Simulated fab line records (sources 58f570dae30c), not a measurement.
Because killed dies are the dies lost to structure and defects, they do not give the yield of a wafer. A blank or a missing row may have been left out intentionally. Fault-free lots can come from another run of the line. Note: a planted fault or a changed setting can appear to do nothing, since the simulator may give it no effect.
fab line records -- flow berkeleyCmos170
[record] lots = 15, wafers = 45, lastDay = 12
route steps=331 shown PWELL@49 PVT@124 V2@304 M3@330
lots with no fault: from the same line, run without faults
startH: hours from the record's opening day to when the first of the lot's shown wafers began -- waitH: hours since the lot's step before -- " unchanged from the row above -- L1.1+2: one row covering several wafers at once -- - either no value or no given start -- * or withheld: withheld -- < > ~ a bound
route shown NAME@n: NAME is a module with steps in the file, n the number in the route of the first one -- usual: average and standard deviation across the fault-free wafers -- same: alike in all rows -- chamber/n: place in a boat -- sites: per-site readings -- _std_site: how widely they spread, as a standard deviation -- _edge_site: inner sites' mean taken away from outer sites' mean -- radiusMm: how far each site lies from the wafer's centre -- mask NAME#n: copy n -- behind: the most recent tool/chamber to have shaped the wafer -- hold: what put the lot on hold/how long, in hours/how the hold closed -- device: the n, p or np transistor that did not switch -- end of line: the same wafers' tests at the end of the route -- a step given without rows: its recipe and nothing more -- killed: dies that structure and defects cost at the first sort, which is not the same as the wafer's yield -- map: per-die view of a wafer (x killed, . not killed, _ where there is no die)
set.NAME: the run value of the setting; set.NAME@STEP: its run value at that earlier step -- model.NAME: the simulator's own value behind a step, which no gauge read
route steps across a sampled set of lots; one table per step, one row per wafer
services: a tool's chamber out of use, with start hour (startH, from the record's first day; less than 0 if before it), hours out, and reason
[[steps]]
[step UCB170_PWELL_IMPLANT_15]
[recipe] species = B, doseCm2 = 5e+12, energyKev = 59.61, tiltDeg = 7
[usual] beamOnS = 10.02/0.2, doseIonsCm2 = 5e+12/4.9e+09, faradayCurrentUA = 15.8/0.31
lot.wafer,tool,chamber,startH,waitH,beamOnS,doseIonsCm2,faradayCurrentUA
L665.2,implanter-03,0,59.44,0.1,9.91,5.002e+12,16.1
L665.5,implanter-03,0,59.44,0.1,9.72,4.993e+12,16.2
L665.6,implanter-03,0,59.44,0.1,10.34,4.996e+12,15.4
L666.1,implanter-02,0,59.69,0.1,10.25,5.004e+12,15.5
L666.3,implanter-02,0,59.69,0.1,9.79,5.002e+12,16.2
L666.5,implanter-02,0,59.69,0.1,10.13,5.006e+12,15.7
L667.2,implanter-02,0,72.77,0.1,9.69,5.001e+12,16.4
L667.3,implanter-02,0,72.77,0.1,9.99,5.001e+12,15.9
L667.4,implanter-02,0,72.77,0.1,9.93,5.001e+12,15.9
L668.1,implanter-03,0,73.01,0.1,10.42,4.989e+12,15.2
L668.2,implanter-03,0,73.01,0.1,10.20,4.999e+12,15.5
L668.4,implanter-03,0,73.01,0.1,9.91,4.99e+12,16.1
L669.2,implanter-02,0,73.37,0.1,10.05,5.001e+12,15.7
L669.3,implanter-02,0,73.37,0.1,10.14,5.002e+12,15.6
L669.5,implanter-02,0,73.37,0.1,10.32,4.999e+12,15.3
L672.1,implanter-04,0,82.56,0.1,10.24,4.995e+12,15.5
L672.3,implanter-04,0,82.56,0.1,9.76,5.001e+12,16.3
L672.4,implanter-04,0,82.56,0.1,9.99,5.002e+12,15.8
L671.3,implanter-03,0,82.88,0.1,10.30,4.998e+12,15.4
L671.4,implanter-03,0,82.88,0.1,9.86,5.001e+12,16.1
L671.5,implanter-03,0,82.88,0.1,9.78,4.996e+12,16.2
L675.1,implanter-03,0,109.32,0.1,9.99,5.005e+12,15.8
L675.2,implanter-03,0,109.32,0.1,9.96,4.999e+12,15.9
L675.5,implanter-03,0,109.32,0.1,9.83,4.999e+12,16.1
L674.2,implanter-03,0,109.62,0.1,10.18,4.999e+12,15.5
L674.3,implanter-03,0,109.62,0.1,10.11,4.998e+12,15.7
L674.5,implanter-03,0,109.62,0.1,10.01,4.99e+12,15.8
L676.3,implanter-03,0,113.23,0.1,9.96,8.6e+12,27.3
L676.4,implanter-03,0,113.23,0.1,9.79,8.608e+12,27.7
L676.6,implanter-03,0,113.23,0.1,9.75,8.605e+12,28.0
L677.3,implanter-03,0,113.47,0.1,10.04,8.612e+12,27.1
L677.4,implanter-03,0,113.47,0.1,10.19,8.609e+12,26.9
L677.6,implanter-03,0,113.47,0.1,10.06,8.606e+12,27.2
L678.1,implanter-04,0,124.32,0.1,9.94,4.995e+12,15.9
L678.3,implanter-04,0,124.32,0.1,9.91,5e+12,16.1
L678.6,implanter-04,0,124.32,0.1,10.13,5.003e+12,15.7
L681.4,implanter-03,0,135.61,0.1,10.14,8.6e+12,26.9
L681.5,implanter-03,0,135.61,0.1,9.81,8.598e+12,27.7
L681.6,implanter-03,0,135.61,0.1,10.39,8.592e+12,26.2
L679.1,implanter-04,0,135.81,0.1,10.04,5.005e+12,15.7
L679.2,implanter-04,0,135.81,0.1,10.00,5e+12,15.9
L679.6,implanter-04,0,135.81,0.1,10.13,5.005e+12,15.6
L688.1,implanter-02,0,169.60,0.1,9.88,4.995e+12,16.1
L688.2,implanter-02,0,169.60,0.1,10.21,4.992e+12,15.5
L688.3,implanter-02,0,169.60,0.1,9.99,4.994e+12,15.9
[step UCB170_PWELL_TW_MEAS_17]
[usual] PWELL_TW = 378.1/1.8
lot.wafer,tool,chamber,startH,waitH,PWELL_TW
L665.2,filmMetro-03,-,59.67,0.1,378.8
L665.5,filmMetro-03,-,59.67,0.1,380.2
L665.6,filmMetro-03,-,59.67,0.1,379.4
L666.1,filmMetro-04,-,59.94,0.1,379.1
L666.3,filmMetro-04,-,59.94,0.1,379.7
L666.5,filmMetro-04,-,59.94,0.1,378.7
L667.2,filmMetro-03,-,73.00,0.1,376.7
L667.3,filmMetro-03,-,73.00,0.1,378.9
L667.4,filmMetro-03,-,73.00,0.1,377.1
L668.1,filmMetro-03,-,73.26,0.1,377.0
L668.2,filmMetro-03,-,73.26,0.1,377.8
L668.4,filmMetro-03,-,73.26,0.1,377.1
L669.2,filmMetro-04,-,73.61,0.1,378.1
L669.3,filmMetro-04,-,73.61,0.1,376.9
L669.5,filmMetro-04,-,73.61,0.1,376.4
L672.1,filmMetro-03,-,82.81,0.1,377.0
L672.3,filmMetro-03,-,82.81,0.1,378.5
L672.4,filmMetro-03,-,82.81,0.1,375.9
L671.3,filmMetro-04,-,83.10,0.1,377.6
L671.4,filmMetro-04,-,83.10,0.1,379.2
L671.5,filmMetro-04,-,83.10,0.1,376.0
L675.1,filmMetro-04,-,109.57,0.1,376.4
L675.2,filmMetro-04,-,109.57,0.1,379.1
L675.5,filmMetro-04,-,109.57,0.1,376.5
L674.2,filmMetro-04,-,109.86,0.1,375.2
L674.3,filmMetro-04,-,109.86,0.1,373.3
L674.5,filmMetro-04,-,109.86,0.1,375.4
L676.3,filmMetro-02,-,113.45,0.1,451.5
L676.4,filmMetro-02,-,113.45,0.1,448.7
L676.6,filmMetro-02,-,113.45,0.1,447.2
L677.3,filmMetro-03,-,113.69,0.1,447.2
L677.4,filmMetro-03,-,113.69,0.1,447.4
L677.6,filmMetro-03,-,113.69,0.1,446.3
L678.1,filmMetro-03,-,124.57,0.1,381.1
L678.3,filmMetro-03,-,124.57,0.1,380.5
L678.6,filmMetro-03,-,124.57,0.1,380.1
L681.4,filmMetro-04,-,135.82,0.1,444.0
L681.5,filmMetro-04,-,135.82,0.1,446.9
L681.6,filmMetro-04,-,135.82,0.1,445.6
L679.1,filmMetro-04,-,136.06,0.1,376.5
L679.2,filmMetro-04,-,136.06,0.1,378.4
L679.6,filmMetro-04,-,136.06,0.1,378.2
L688.1,filmMetro-04,-,169.85,0.1,377.1
L688.2,filmMetro-04,-,169.85,0.1,377.3
L688.3,filmMetro-04,-,169.85,0.1,377.1
[step UCB170_PVT_TW_MEAS_09]
[usual] PVT_TW = 508/3.2
lot.wafer,tool,chamber,startH,waitH,PVT_TW
L665.2,filmMetro-03,-,130.59,0.1,510
L665.5,filmMetro-03,-,130.59,0.1,506
L665.6,filmMetro-03,-,130.59,0.1,508
L666.1,filmMetro-04,-,131.22,0.1,507
L666.3,filmMetro-04,-,131.22,0.1,506
L666.5,filmMetro-04,-,131.22,0.1,505
L668.1,filmMetro-02,-,147.82,0.1,511
L668.2,filmMetro-02,-,147.82,0.1,510
L668.4,filmMetro-02,-,147.82,0.1,512
L667.2,filmMetro-02,-,148.08,0.1,509
L667.3,filmMetro-02,-,148.08,0.1,508
L667.4,filmMetro-02,-,148.08,0.1,508
L669.2,filmMetro-04,-,151.98,0.1,505
L669.3,filmMetro-04,-,151.98,0.1,509
L669.5,filmMetro-04,-,151.98,0.1,507
L671.3,filmMetro-04,-,156.18,0.1,507
L671.4,filmMetro-04,-,156.18,0.1,506
L671.5,filmMetro-04,-,156.18,0.1,508
L672.1,filmMetro-04,-,156.45,0.1,507
L672.3,filmMetro-04,-,156.45,0.1,504
L672.4,filmMetro-04,-,156.45,0.1,507
L675.1,filmMetro-02,-,191.26,0.1,512
L675.2,filmMetro-02,-,191.26,0.1,515
L675.5,filmMetro-02,-,191.26,0.1,514
L674.2,filmMetro-03,-,192.22,0.1,508
L674.3,filmMetro-03,-,192.22,0.1,510
L674.5,filmMetro-03,-,192.22,0.1,508
L676.3,filmMetro-02,-,192.28,0.1,512
L676.4,filmMetro-02,-,192.28,0.1,514
L676.6,filmMetro-02,-,192.28,0.1,513
L677.3,filmMetro-02,-,192.35,0.1,515
L677.4,filmMetro-02,-,192.35,0.1,513
L677.6,filmMetro-02,-,192.35,0.1,515
L678.1,filmMetro-03,-,197.71,0.1,506
L678.3,filmMetro-03,-,197.71,0.1,505
L678.6,filmMetro-03,-,197.71,0.1,508
L679.1,filmMetro-04,-,209.09,0.1,505
L679.2,filmMetro-04,-,209.09,0.1,505
L679.6,filmMetro-04,-,209.09,0.1,503
L681.4,filmMetro-04,-,209.85,0.1,507
L681.5,filmMetro-04,-,209.85,0.1,505
L681.6,filmMetro-04,-,209.85,0.1,504
L688.1,filmMetro-02,-,245.89,0.1,513
L688.2,filmMetro-02,-,245.89,0.1,513
L688.3,filmMetro-02,-,245.89,0.1,510
[step UCB170_V2_CD_MEAS_12]
[recipe] targetCdNm = 700
[usual] cdNm = 700.3/1.2
lot.wafer,tool,chamber,startH,waitH,cdNm
L665.2,cdSem-01,-,191.39,-,699.5
L665.5,cdSem-01,-,191.39,-,700.7
L665.6,cdSem-01,-,191.39,-,699.9
L666.1,cdSem-02,-,191.65,-,699.9
L666.3,cdSem-02,-,191.65,-,699.8
L666.5,cdSem-02,-,191.65,-,700.9
L668.1,cdSem-02,-,202.70,-,698.2
L668.2,cdSem-02,-,202.70,-,699.1
L668.4,cdSem-02,-,202.70,-,699.2
L669.2,cdSem-02,-,203.44,-,699.5
L669.3,cdSem-02,-,203.44,-,700.1
L669.5,cdSem-02,-,203.44,-,699.2
L667.2,cdSem-02,-,203.56,-,700.0
L667.3,cdSem-02,-,203.56,-,700.6
L667.4,cdSem-02,-,203.56,-,698.5
L671.3,cdSem-01,-,212.69,-,699.8
L671.4,cdSem-01,-,212.69,-,700.7
L671.5,cdSem-01,-,212.69,-,700.2
L672.1,cdSem-01,-,213.46,-,702.8
L672.3,cdSem-01,-,213.46,-,700.3
L672.4,cdSem-01,-,213.46,-,701.9
L676.3,cdSem-01,-,244.63,-,700.7
L676.4,cdSem-01,-,244.63,-,699.7
L676.6,cdSem-01,-,244.63,-,698.8
L675.1,cdSem-02,-,248.48,-,699.6
L675.2,cdSem-02,-,248.48,-,698.9
L675.5,cdSem-02,-,248.48,-,699.7
L677.3,cdSem-02,-,248.98,-,699.4
L677.4,cdSem-02,-,248.98,-,700.3
L677.6,cdSem-02,-,248.98,-,699.1
L678.1,cdSem-02,-,249.06,-,700.6
L678.3,cdSem-02,-,249.06,-,700.4
L678.6,cdSem-02,-,249.06,-,698.7
L674.2,cdSem-01,-,249.31,-,699.7
L674.3,cdSem-01,-,249.31,-,699.9
L674.5,cdSem-01,-,249.31,-,698.2
L679.1,cdSem-02,-,267.24,-,700.4
L679.2,cdSem-02,-,267.24,-,699.3
L679.6,cdSem-02,-,267.24,-,699.9
L681.4,cdSem-01,-,268.91,-,700.8
L681.5,cdSem-01,-,268.91,-,701.5
L681.6,cdSem-01,-,268.91,-,700.5
L688.1,cdSem-02,-,291.52,-,700.4
L688.2,cdSem-02,-,291.52,-,699.4
L688.3,cdSem-02,-,291.52,-,700.8
[step UCB170_M3_BOW_MEAS_20]
[recipe] mode = bow
[usual] M3_BOW = 36/7.1
lot.wafer,tool,chamber,startH,waitH,M3_BOW[um]
L665.2,filmMetro-01,-,194.90,0.1,36
L665.5,filmMetro-01,-,194.90,0.1,44
L665.6,filmMetro-01,-,194.90,0.1,24
L666.1,filmMetro-02,-,195.03,0.1,36
L666.3,filmMetro-02,-,195.03,0.1,27
L666.5,filmMetro-02,-,195.03,0.1,43
L668.1,filmMetro-01,-,208.00,0.1,40
L668.2,filmMetro-01,-,208.00,0.1,31
L668.4,filmMetro-01,-,208.00,0.1,41
L669.2,filmMetro-02,-,208.38,0.1,22
L669.3,filmMetro-02,-,208.38,0.1,31
L669.5,filmMetro-02,-,208.38,0.1,43
L667.2,filmMetro-01,-,208.67,0.1,36
L667.3,filmMetro-01,-,208.67,0.1,23
L667.4,filmMetro-01,-,208.67,0.1,37
L671.3,filmMetro-01,-,215.87,0.1,33
L671.4,filmMetro-01,-,215.87,0.1,39
L671.5,filmMetro-01,-,215.87,0.1,39
L672.1,filmMetro-04,-,216.85,0.1,38
L672.3,filmMetro-04,-,216.85,0.1,32
L672.4,filmMetro-04,-,216.85,0.1,19
L676.3,filmMetro-04,-,249.20,0.1,31
L676.4,filmMetro-04,-,249.20,0.1,39
L676.6,filmMetro-04,-,249.20,0.1,49
L675.1,filmMetro-01,-,252.34,0.1,55
L675.2,filmMetro-01,-,252.34,0.1,37
L675.5,filmMetro-01,-,252.34,0.1,32
L677.3,filmMetro-04,-,253.10,0.1,23
L677.4,filmMetro-04,-,253.10,0.1,18
L677.6,filmMetro-04,-,253.10,0.1,30
L678.1,filmMetro-04,-,253.33,0.1,28
L678.3,filmMetro-04,-,253.33,0.1,46
L678.6,filmMetro-04,-,253.33,0.1,35
L674.2,filmMetro-04,-,253.55,0.1,26
L674.3,filmMetro-04,-,253.55,0.1,36
L674.5,filmMetro-04,-,253.55,0.1,40
L679.1,filmMetro-02,-,270.44,0.1,29
L679.2,filmMetro-02,-,270.44,0.1,42
L679.6,filmMetro-02,-,270.44,0.1,36
L681.4,filmMetro-01,-,271.97,0.1,39
L681.5,filmMetro-01,-,271.97,0.1,47
L681.6,filmMetro-01,-,271.97,0.1,26
L688.1,filmMetro-01,-,294.73,0.1,43
L688.2,filmMetro-01,-,294.73,0.1,28
L688.3,filmMetro-01,-,294.73,0.1,35
[[services]]
tool,chamber,startH,hours,kind
implanter-02,-,77.79,6.5,repair
implanter-04,-,104.46,19.2,pm
implanter-02,-,114.25,4.7,pm
[[key]]
[firstSign] step = UCB170_PWELL_IMPLANT_15, reading = doseIonsCm2, direction = up, sigmas = 99+, usual = 5e+12, struck = 8.604e+12
[effect] step = UCB170_PWELL_IMPLANT_15, reading = faradayCurrentUA, direction = up, sigmas = 37, usual = 15.8, struck = 27.2
[effect] step = UCB170_PWELL_TW_MEAS_17, reading = PWELL_TW, direction = up, sigmas = 39, usual = 378.1, struck = 447.2
metAt UCB170_PWELL_IMPLANT_15
struckLots L676,L677,L681
testerLeftOut L676,L677,L681
notActingAt UCB170_PVT_TW_MEAS_09,UCB170_V2_CD_MEAS_12,UCB170_M3_BOW_MEAS_20
[fault] kind = processParameterDrift, tool = implanter-03, chamber = -, onsetH = 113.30, steps = UCB170_PWELL_IMPLANT_15, channel = doseCm2, offset = 3.603e+12, shape = step, endH = 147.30, actsIn = theseRecipesOnly, stated = 5e+12
// testerLeftOut: of these lots the tester's yield and bins aren't shown, on N5 and GAA mostly nor the transistor test; their killed dies are dies lost to structure and defects alone, not to doping, threshold or leakage, so they don't give the yield
